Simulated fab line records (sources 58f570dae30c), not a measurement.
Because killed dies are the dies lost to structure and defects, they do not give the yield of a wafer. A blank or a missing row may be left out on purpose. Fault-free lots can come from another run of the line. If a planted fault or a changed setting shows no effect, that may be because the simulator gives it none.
fab line records	flow berkeleyCmos170	part 1 of 2: steps 1 to 41 of 45
record: lots: 7	wafers: 21	lastDay: 12
route steps=331 shown NLDD@161 SPACER@171 PSD@175 NSD@187 BACKSIDE@199 PLDD@208 M3@331
lots that met no fault: from a run of the same line without faults
startH: start of the lot's first displayed wafer, in hours after the record's first day	waitH: hours from the lot's prior step to this one	" as in the row above	L1.1+2: one row covering several wafers at once	- no value present, or no start provided	* or withheld: withheld	< > ~ a bound
route shown NAME@n: names a module that has steps shown in the file, with the first one's number in the route	usual: the fault-free wafers' mean and standard deviation	same: alike in all rows	chamber/n: place in a boat	sites: the reading at each site	_std_site: how widely they spread, as a standard deviation	_edge_site: inner sites' mean taken away from outer sites' mean	radiusMm: how far each site lies from the wafer's centre	mask NAME#n: copy n	behind: the tool/chamber that last shaped the wafer	hold: reason for holding the lot/hours on hold/outcome of the hold	device: names the non-switching transistor (n, p or np)	end of line: the same wafers' tests at the end of the route	a step given without rows: its recipe and nothing more	killed: dies that structure and defects cost at the first sort, which is not the same as the wafer's yield	map: shows each die of a wafer: x if killed, . if not, _ if none is there
set.NAME: setting as actually run; set.NAME@STEP: the setting as run at that earlier step	model.NAME: the simulator's own value behind a step, which no gauge read
a table for each step, a row for each wafer; lots at some steps of the route
services: when a tool's chamber went out of use (startH, in hours from the record's first day, below 0 if earlier), for how many hours, and the reason
== steps ==
step: UCB170_NLDD_EXPOSE_03
recipe: maskId: NSELECT	na: 0.5	sigmaOuter: 0.6	sourceShape: conventional	targetCdNm: 1200	doseMj: 30
step: UCB170_NLDD_PEB_04
recipe: pebTempC: 130	pebTimeS: withheld	resist: KrF
step: UCB170_NLDD_DEVELOP_05
recipe: developer: TMAH	developTimeS: 45	resist: KrF	devTempC: 21
step: UCB170_NLDD_CD_MEAS_06
recipe: targetCdNm: 1200
usual: cdNm: 1200.8/1.1
lot.wafer	tool	chamber	startH	waitH	cdNm
L628.1	cdSem-01	-	166.37	-	1200.5
L628.4	"	-	"	"	1201.0
L628.5	"	-	"	"	1200.5
L629.1	cdSem-02	-	166.60	-	1202.3
L629.4	"	-	"	"	1202.8
L629.5	"	-	"	"	1202.3
L644.2	cdSem-02	-	241.04	-	1200.2
L644.4	"	-	"	"	1201.1
L644.6	"	-	"	"	1200.3
L643.1	cdSem-02	-	241.41	-	1200.9
L643.3	"	-	"	"	1200.3
L643.6	"	-	"	"	1200.7
L645.1	cdSem-01	-	241.84	-	1201.4
L645.4	"	-	"	"	1201.2
L645.6	"	-	"	"	1201.6
L650.1	cdSem-02	-	255.93	-	1201.2
L650.4	"	-	"	"	1201.1
L650.6	"	-	"	"	1200.5
L648.1	cdSem-02	-	256.62	-	1203.2
L648.3	"	-	"	"	1202.4
L648.6	"	-	"	"	1202.9
step: UCB170_NLDD_OVL_MEAS_07
usual: NLDD_OVL: 0/6.1
lot.wafer	tool	chamber	startH	waitH	NLDD_OVL[nm]
L628.1	overlay-01	-	166.49	0.1	-2
L628.4	"	-	"	"	-3
L628.5	"	-	"	"	-5
L629.1	overlay-02	-	166.72	0.1	1
L629.4	"	-	"	"	-3
L629.5	"	-	"	"	3
L644.2	overlay-01	-	241.14	0.1	1
L644.4	"	-	"	"	1
L644.6	"	-	"	"	-9
L643.1	overlay-01	-	241.53	0.1	3
L643.3	"	-	"	"	-3
L643.6	"	-	"	"	-1
L645.1	overlay-02	-	241.96	0.1	2
L645.4	"	-	"	"	-1
L645.6	"	-	"	"	4
L650.1	overlay-01	-	256.05	0.1	10
L650.4	"	-	"	"	11
L650.6	"	-	"	"	12
L648.1	overlay-01	-	256.74	0.1	2
L648.3	"	-	"	"	8
L648.6	"	-	"	"	6
step: UCB170_NLDD_IMPLANT_08
recipe: species: As	doseCm2: 5e+13	energyKev: 30	tiltDeg: 7	rotationDeg: 0
step: UCB170_NLDD_IMPLANT_09
recipe: species: As	doseCm2: 5e+13	energyKev: 30	tiltDeg: 7	rotationDeg: 180
step: UCB170_NLDD_STRIP_10
recipe: chemistry: O2	powerW: 400	pressureMtorr: 3500	platenTempC: withheld	o2FlowSccm: 410.2	overashFraction: 0.5
usual: drypumpMotorCurrentA: 5.9/0.35	oesProductAu: 0.736/0.0049	stripTimeToEndpointS: 21.50/0.06
lot.wafer	tool	chamber	startH	waitH	drypumpMotorCurrentA	oesProductAu	rfHoursCounterH	stripTimeToEndpointS
L628.1	plasmaAsher-01	0	166.82	0.1	6.3	0.735	6	21.41
L628.4	"	1	"	"	6.0	0.740	-	21.39
L628.5	"	0	"	"	6.3	0.742	-	21.38
L629.1	plasmaAsher-01	1	167.05	0.1	6.0	0.737	6	21.58
L629.4	"	1	"	"	6.0	0.738	-	21.53
L629.5	"	0	"	"	6.3	0.732	-	21.50
L644.2	plasmaAsher-01	1	241.47	0.1	6.0	0.734	17	21.53
L644.4	"	1	"	"	6.0	0.732	-	21.46
L644.6	"	0	"	"	6.3	0.738	-	21.45
L643.1	plasmaAsher-03	0	241.86	0.1	5.2	0.731	48	21.45
L643.3	"	0	"	"	5.2	0.739	-	21.52
L643.6	"	1	"	"	6.4	0.736	-	21.49
L645.1	plasmaAsher-01	1	242.60	0.2	6.0	0.738	17	21.49
L645.4	"	1	"	"	6.0	0.733	-	21.50
L645.6	"	0	"	"	6.3	0.744	-	21.50
L650.1	plasmaAsher-01	0	256.39	0.1	6.3	0.730	18	21.48
L650.4	"	1	"	"	6.0	0.736	-	21.54
L650.6	"	1	"	"	6.0	0.744	-	21.52
L648.1	plasmaAsher-01	0	257.08	0.1	6.3	0.733	18	21.53
L648.3	"	0	"	"	6.3	0.734	-	21.54
L648.6	"	1	"	"	6.0	0.743	-	21.58
step: UCB170_NLDD_TW_MEAS_11
usual: NLDD_TW: 2211/21
lot.wafer	tool	chamber	startH	waitH	NLDD_TW
L628.1	filmMetro-04	-	166.92	0.1	2247
L628.4	"	-	"	"	2249
L628.5	"	-	"	"	2244
L629.1	filmMetro-01	-	167.15	0.1	2185
L629.4	"	-	"	"	2193
L629.5	"	-	"	"	2180
L644.2	filmMetro-04	-	241.58	0.1	2241
L644.4	"	-	"	"	2241
L644.6	"	-	"	"	2246
L643.1	filmMetro-03	-	241.96	0.1	2221
L643.3	"	-	"	"	2221
L643.6	"	-	"	"	2223
L645.1	filmMetro-01	-	242.70	0.1	2181
L645.4	"	-	"	"	2198
L645.6	"	-	"	"	2187
L650.1	filmMetro-03	-	256.49	0.1	2215
L650.4	"	-	"	"	2210
L650.6	"	-	"	"	2209
L648.1	filmMetro-04	-	257.18	0.1	2231
L648.3	"	-	"	"	2254
L648.6	"	-	"	"	2236
step: UCB170_NLDD_CLEAN_12
recipe: chemistry: SPM	tempC: 120	timeS: 600
step: UCB170_SPACER_CVD_00
recipe: material: SiO2	targetThkNm: 376	tempC: 390	precursor: TEOS/O2	timeS: 47	rfW: 550	pressureMtorr: 9000
usual: heaterPowerW: 271/45	rfFwdPowerW: 544.9/2.1	susceptorTempC: 389.97/0.2
lot.wafer	tool	chamber	startH	waitH	heaterPowerW	rfFwdPowerW	susceptorTempC
L628.1	pecvd-03	1	167.16	0.0	288	547.9	390.37
L628.4	"	1	"	"	301	547.6	390.42
L628.5	"	0	"	"	257	543.6	389.69
L629.1	pecvd-02	2	167.40	0.0	337	541.9	390.03
L629.4	"	1	"	"	250	543.2	390.04
L629.5	"	2	"	"	342	542.2	389.66
L644.2	pecvd-02	0	241.81	0.0	276	543.8	389.89
L644.4	"	2	"	"	298	543.8	389.78
L644.6	"	1	"	"	199	546.7	390.04
L643.1	pecvd-04	2	242.26	0.0	251	541.9	390.27
L643.3	"	1	"	"	236	546.7	389.94
L643.6	"	2	"	"	284	541.7	390.27
L645.1	pecvd-02	0	242.93	0.0	310	544.9	389.99
L645.4	"	1	"	"	244	545.3	389.34
L645.6	"	0	"	"	307	545.5	390.05
L650.1	pecvd-04	2	256.74	0.0	332	542.6	390.23
L650.4	"	2	"	"	240	541.8	389.95
L650.6	"	0	"	"	247	546.6	389.89
L648.1	pecvd-02	1	257.44	0.0	197	548.6	389.95
L648.3	"	0	"	"	238	547.4	389.78
L648.6	"	2	"	"	241	544.5	389.89
step: UCB170_SPACER_THK_MEAS_01
recipe: reads: SiO2_of_SPACER_CVD_00
usual: SPACER_TEOS_THK: 377/5.3
lot.wafer	tool	chamber	startH	waitH	SPACER_TEOS_THK[nm]
L628.1	filmMetro-03	-	167.20	0.0	377
L628.4	"	-	"	"	383
L628.5	"	-	"	"	376
L629.1	filmMetro-02	-	167.45	0.0	367
L629.4	"	-	"	"	382
L629.5	"	-	"	"	374
L644.2	filmMetro-02	-	241.86	0.0	373
L644.4	"	-	"	"	379
L644.6	"	-	"	"	378
L643.1	filmMetro-02	-	242.32	0.0	376
L643.3	"	-	"	"	386
L643.6	"	-	"	"	385
L645.1	filmMetro-01	-	242.98	0.0	375
L645.4	"	-	"	"	373
L645.6	"	-	"	"	381
L650.1	filmMetro-03	-	256.78	0.0	374
L650.4	"	-	"	"	381
L650.6	"	-	"	"	372
L648.1	filmMetro-01	-	257.48	0.0	374
L648.3	"	-	"	"	377
L648.6	"	-	"	"	379
step: UCB170_SPACER_ANNEAL_02
recipe: tempC: 900	timeS: 1800	ambient: N2
usual: spikeTcLoadC: 925.6/1
lot.wafer	tool	chamber	startH	waitH	spikeTcLoadC
L628.1	furnace-02	0	169.10	1.9	922.8
L628.4	"	0	"	"	925.4
L628.5	"	0	"	"	924.5
L629.1	furnace-02	0	169.10	1.6	926.0
L629.4	"	0	"	"	925.7
L629.5	"	0	"	"	925.2
L643.1	furnace-01	0	245.99	3.7	927.7
L643.3	"	0	"	"	923.7
L643.6	"	0	"	"	923.5
L644.2	furnace-01	0	245.99	4.1	926.2
L644.4	"	0	"	"	925.6
L644.6	"	0	"	"	926.9
L645.1	furnace-01	0	245.99	3.0	926.4
L645.4	"	0	"	"	925.1
L645.6	"	0	"	"	924.7
L648.1	furnace-02	0	260.95	3.5	926.3
L648.3	"	0	"	"	925.0
L648.6	"	0	"	"	924.4
L650.1	furnace-02	0	260.95	4.2	925.1
L650.4	"	0	"	"	926.1
L650.6	"	0	"	"	926.6
step: UCB170_SPACER_ETCHBACK_03
recipe: stopOn: Si	target: SiO2	chemistry: CHF3/CF4/Ar	CHF3_flow_sccm: 50	cf4FlowSccm: 10	Ar_flow_sccm: 120	pressureMtorr: 200	rfW: 500	targetDepthA: 3760	timeS: 100
usual: CHF3_flow_sccm: 50.00/0.15	drypumpMotorCurrentA: 5.9/0.39	oesProductAu: 0.909/0.014	rfFwdPowerW: 497.4/1.5	throttleValvePct: 6.46/0.1
lot.wafer	tool	chamber	startH	waitH	CHF3_flow_sccm	drypumpMotorCurrentA	oesProductAu	rfFwdPowerW	rfHoursCounterH	throttleValvePct
L628.1	rieDiel-03	0	170.67	0.1	50.06	5.9	0.906	499.1	3	6.31
L628.4	"	3	"	"	50.07	5.8	0.903	497.2	-	6.47
L628.5	"	0	"	"	50.10	5.9	0.910	496.5	-	6.31
L629.1	rieDiel-02	2	170.67	0.1	49.85	6.3	0.917	499.0	83	6.56
L629.4	"	1	"	"	50.03	4.9	0.904	494.2	102	6.58
L629.5	"	1	"	"	50.15	4.9	0.888	493.6	-	6.60
L643.1	rieDiel-02	0	247.49	0.2	49.82	5.6	0.892	499.5	118	6.36
L643.3	"	2	"	"	49.97	6.3	0.943	497.8	87	6.55
L643.6	"	3	"	"	49.93	6.1	0.913	496.1	-	6.40
L644.2	rieDiel-01	2	247.49	0.2	49.94	6.4	0.916	496.8	48	6.39
L644.4	"	1	"	"	49.84	5.3	0.914	497.2	21	6.52
L644.6	"	0	"	"	49.88	5.4	0.907	498.7	-	6.31
L645.1	rieDiel-03	0	247.56	0.3	49.88	5.9	0.903	497.7	8	6.31
L645.4	"	3	"	"	49.94	5.8	0.880	496.7	0	6.47
L645.6	"	3	"	"	50.30	5.8	0.894	497.8	-	6.49
L648.1	rieDiel-02	3	262.45	0.0	50.09	6.0	0.904	496.5	66	6.40
L648.3	"	2	"	"	49.99	6.3	0.926	497.3	87	6.56
L648.6	"	3	"	"	49.98	6.0	0.910	495.2	-	6.40
L650.1	rieDiel-01	0	262.45	0.0	50.01	5.4	0.898	498.1	11	6.30
L650.4	"	3	"	"	49.89	6.3	0.919	497.4	48	6.58
L650.6	"	3	"	"	50.04	6.3	0.906	496.9	-	6.57
step: UCB170_PSD_HMDS_00
recipe: primeTimeS: 60	primeTempC: 100
step: UCB170_PSD_COAT_01
recipe: resist: KrF	spinRpm: 1500	resistThkNm: 900
step: UCB170_PSD_SOFTBAKE_02
recipe: resist: KrF	tempC: 130	timeS: 60
step: UCB170_PSD_EXPOSE_03
recipe: maskId: PSELECT_MOD	na: 0.5	sigmaOuter: 0.6	sourceShape: conventional	targetCdNm: 1200	doseMj: 30
step: UCB170_PSD_PEB_04
recipe: pebTempC: 130	pebTimeS: withheld	resist: KrF
step: UCB170_PSD_DEVELOP_05
recipe: developer: TMAH	developTimeS: 45	resist: KrF	devTempC: 21
step: UCB170_PSD_CD_MEAS_06
recipe: targetCdNm: 1200
usual: cdNm: 1200.6/1.5
lot.wafer	tool	chamber	startH	waitH	cdNm
L628.1	cdSem-01	-	172.84	-	1201.6
L628.4	"	-	"	"	1200.0
L628.5	"	-	"	"	1200.2
L629.1	cdSem-02	-	172.86	-	1200.4
L629.4	"	-	"	"	1201.6
L629.5	"	-	"	"	1200.7
L644.2	cdSem-01	-	248.42	-	1200.4
L644.4	"	-	"	"	1200.9
L644.6	"	-	"	"	1199.9
L643.1	cdSem-01	-	248.76	-	1198.8
L643.3	"	-	"	"	1199.0
L643.6	"	-	"	"	1197.5
L645.1	cdSem-01	-	249.31	-	1199.3
L645.4	"	-	"	"	1199.3
L645.6	"	-	"	"	1199.0
L650.1	cdSem-01	-	264.06	-	1201.4
L650.4	"	-	"	"	1201.5
L650.6	"	-	"	"	1202.6
L648.1	cdSem-02	-	264.10	-	1204.1
L648.3	"	-	"	"	1205.1
L648.6	"	-	"	"	1203.5
step: UCB170_PSD_OVL_MEAS_07
usual: PSD_OVL: 0/5
lot.wafer	tool	chamber	startH	waitH	PSD_OVL[nm]
L628.1	overlay-01	-	172.96	0.1	10
L628.4	"	-	"	"	4
L628.5	"	-	"	"	4
L629.1	overlay-02	-	172.98	0.1	-1
L629.4	"	-	"	"	-6
L629.5	"	-	"	"	-3
L644.2	overlay-01	-	248.53	0.1	-12
L644.4	"	-	"	"	-9
L644.6	"	-	"	"	-1
L643.1	overlay-01	-	248.88	0.1	0
L643.3	"	-	"	"	6
L643.6	"	-	"	"	4
L645.1	overlay-01	-	249.43	0.1	-6
L645.4	"	-	"	"	1
L645.6	"	-	"	"	-1
L650.1	overlay-02	-	264.18	0.1	-5
L650.4	"	-	"	"	-9
L650.6	"	-	"	"	-1
L648.1	overlay-01	-	264.22	0.1	5
L648.3	"	-	"	"	10
L648.6	"	-	"	"	11
step: UCB170_PSD_IMPLANT_08
recipe: species: B	doseCm2: 3e+15	energyKev: 20	tiltDeg: 7
step: UCB170_PSD_STRIP_09
recipe: chemistry: O2	powerW: 400	pressureMtorr: 3500	platenTempC: withheld	o2FlowSccm: 400	overashFraction: 0.5
step: UCB170_PSD_TW_MEAS_10
usual: PSD_TW: 2330/24
lot.wafer	tool	chamber	startH	waitH	PSD_TW
L628.1	filmMetro-03	-	173.25	0.1	2345
L628.4	"	-	"	"	2358
L628.5	"	-	"	"	2346
L629.1	filmMetro-01	-	173.27	0.1	2295
L629.4	"	-	"	"	2276
L629.5	"	-	"	"	2286
L644.2	filmMetro-04	-	248.82	0.1	2361
L644.4	"	-	"	"	2354
L644.6	"	-	"	"	2356
L643.1	filmMetro-01	-	249.17	0.1	2291
L643.3	"	-	"	"	2295
L643.6	"	-	"	"	2288
L645.1	filmMetro-03	-	249.72	0.1	2333
L645.4	"	-	"	"	2330
L645.6	"	-	"	"	2333
L650.1	filmMetro-04	-	264.47	0.1	2347
L650.4	"	-	"	"	2361
L650.6	"	-	"	"	2366
L648.1	filmMetro-01	-	264.51	0.1	2283
L648.3	"	-	"	"	2285
L648.6	"	-	"	"	2284
step: UCB170_PSD_CLEAN_11
recipe: chemistry: SPM	tempC: 120	timeS: 600
step: UCB170_NSD_HMDS_00
recipe: primeTimeS: 60	primeTempC: 100
step: UCB170_NSD_COAT_01
recipe: resist: KrF	spinRpm: 1500	resistThkNm: 900
step: UCB170_NSD_SOFTBAKE_02
recipe: resist: KrF	tempC: 130	timeS: 60
step: UCB170_NSD_EXPOSE_03
recipe: maskId: NSELECT_MOD	na: 0.5	sigmaOuter: 0.6	sourceShape: conventional	targetCdNm: 1200	doseMj: 30
step: UCB170_NSD_PEB_04
recipe: pebTempC: 130	pebTimeS: withheld	resist: KrF
step: UCB170_NSD_DEVELOP_05
recipe: developer: TMAH	developTimeS: 45	resist: KrF	devTempC: 21
step: UCB170_NSD_CD_MEAS_06
recipe: targetCdNm: 1200
usual: cdNm: 1200.1/1.4
lot.wafer	tool	chamber	startH	waitH	cdNm
L628.1	cdSem-02	-	176.47	-	1199.7
L628.4	"	-	"	"	1200.7
L628.5	"	-	"	"	1199.8
L629.1	cdSem-01	-	177.09	-	1200.4
L629.4	"	-	"	"	1198.7
L629.5	"	-	"	"	1199.3
L644.2	cdSem-02	-	250.17	-	1201.9
L644.4	"	-	"	"	1202.1
L644.6	"	-	"	"	1200.1
L643.1	cdSem-02	-	250.63	-	1199.9
L643.3	"	-	"	"	1199.7
L643.6	"	-	"	"	1199.2
L645.1	cdSem-02	-	251.23	-	1201.3
L645.4	"	-	"	"	1201.0
L645.6	"	-	"	"	1200.9
L648.1	cdSem-01	-	266.60	-	1199.3
L648.3	"	-	"	"	1197.9
L648.6	"	-	"	"	1197.2
L650.1	cdSem-01	-	266.79	-	1199.4
L650.4	"	-	"	"	1198.4
L650.6	"	-	"	"	1198.7
step: UCB170_NSD_OVL_MEAS_07
usual: NSD_OVL: -1/6
lot.wafer	tool	chamber	startH	waitH	NSD_OVL[nm]
L628.1	overlay-01	-	176.59	0.1	-1
L628.4	"	-	"	"	1
L628.5	"	-	"	"	-2
L629.1	overlay-02	-	177.21	0.1	-12
L629.4	"	-	"	"	-7
L629.5	"	-	"	"	1
L644.2	overlay-02	-	250.27	0.1	-13
L644.4	"	-	"	"	-1
L644.6	"	-	"	"	-6
L643.1	overlay-02	-	250.75	0.1	0
L643.3	"	-	"	"	-1
L643.6	"	-	"	"	5
L645.1	overlay-01	-	251.35	0.1	-5
L645.4	"	-	"	"	1
L645.6	"	-	"	"	2
L648.1	overlay-01	-	266.72	0.1	8
L648.3	"	-	"	"	4
L648.6	"	-	"	"	-2
L650.1	overlay-02	-	266.91	0.1	-2
L650.4	"	-	"	"	6
L650.6	"	-	"	"	10
step: UCB170_NSD_IMPLANT_08
recipe: species: P	doseCm2: 3e+15	energyKev: 39.39	tiltDeg: 7
step: UCB170_NSD_STRIP_09
recipe: chemistry: O2	powerW: 400	pressureMtorr: 3500	platenTempC: withheld	o2FlowSccm: 400	overashFraction: 0.5
usual: drypumpMotorCurrentA: 6.08/0.28	oesProductAu: 0.535/0.0046	stripTimeToEndpointS: 35.57/0.064
lot.wafer	tool	chamber	startH	waitH	drypumpMotorCurrentA	oesProductAu	rfHoursCounterH	stripTimeToEndpointS
L628.1	plasmaAsher-01	0	176.78	0.1	6.26	0.531	8	35.57
L628.4	"	0	"	"	6.27	0.532	-	35.55
L628.5	"	1	"	"	6.04	0.535	-	35.52
L629.1	plasmaAsher-02	1	177.40	0.1	6.36	0.535	46	35.62
L629.4	"	0	"	"	6.14	0.536	-	35.75
L629.5	"	0	"	"	6.15	0.536	-	35.60
L644.2	plasmaAsher-01	0	250.45	0.1	6.25	0.525	18	35.61
L644.4	"	1	"	"	5.97	0.530	-	35.57
L644.6	"	0	"	"	6.26	0.539	-	35.56
L643.1	plasmaAsher-04	1	250.93	0.1	5.48	0.540	54	35.58
L643.3	"	1	"	"	5.47	0.548	-	35.55
L643.6	"	0	"	"	5.55	0.537	-	35.59
L645.1	plasmaAsher-04	1	251.53	0.1	5.48	0.533	54	35.59
L645.4	"	0	"	"	5.53	0.529	-	35.49
L645.6	"	1	"	"	5.46	0.535	-	35.48
L648.1	plasmaAsher-04	0	266.90	0.1	5.54	0.535	56	35.57
L648.3	"	0	"	"	5.54	0.536	-	35.51
L648.6	"	1	"	"	5.50	0.539	-	35.55
L650.1	plasmaAsher-01	1	267.09	0.1	6.01	0.533	19	35.66
L650.4	"	0	"	"	6.29	0.533	-	35.63
L650.6	"	1	"	"	6.00	0.546	-	35.54
step: UCB170_NSD_TW_MEAS_10
usual: NSD_TW: 4155/46
lot.wafer	tool	chamber	startH	waitH	NSD_TW
L628.1	filmMetro-03	-	176.88	0.1	4199
L628.4	"	-	"	"	4197
L628.5	"	-	"	"	4201
L629.1	filmMetro-01	-	177.50	0.1	4096
L629.4	"	-	"	"	4116
L629.5	"	-	"	"	4101
L644.2	filmMetro-01	-	250.56	0.1	4118
L644.4	"	-	"	"	4132
L644.6	"	-	"	"	4108
L643.1	filmMetro-03	-	251.03	0.1	4187
L643.3	"	-	"	"	4179
L643.6	"	-	"	"	4166
L645.1	filmMetro-04	-	251.63	0.1	4227
L645.4	"	-	"	"	4206
L645.6	"	-	"	"	4244
L648.1	filmMetro-03	-	267.00	0.1	4160
L648.3	"	-	"	"	4151
L648.6	"	-	"	"	4154
L650.1	filmMetro-01	-	267.19	0.1	4094
L650.4	"	-	"	"	4085
L650.6	"	-	"	"	4094
step: UCB170_NSD_CLEAN_11
recipe: chemistry: SPM	tempC: 120	timeS: 600
step: UCB170_BACKSIDE_HMDS_00
recipe: primeTimeS: 60	primeTempC: 100
step: UCB170_BACKSIDE_COAT_01
recipe: resist: KrF	spinRpm: 1500	resistThkNm: 900
step: UCB170_BACKSIDE_SOFTBAKE_02
recipe: resist: KrF	tempC: 130	timeS: 60
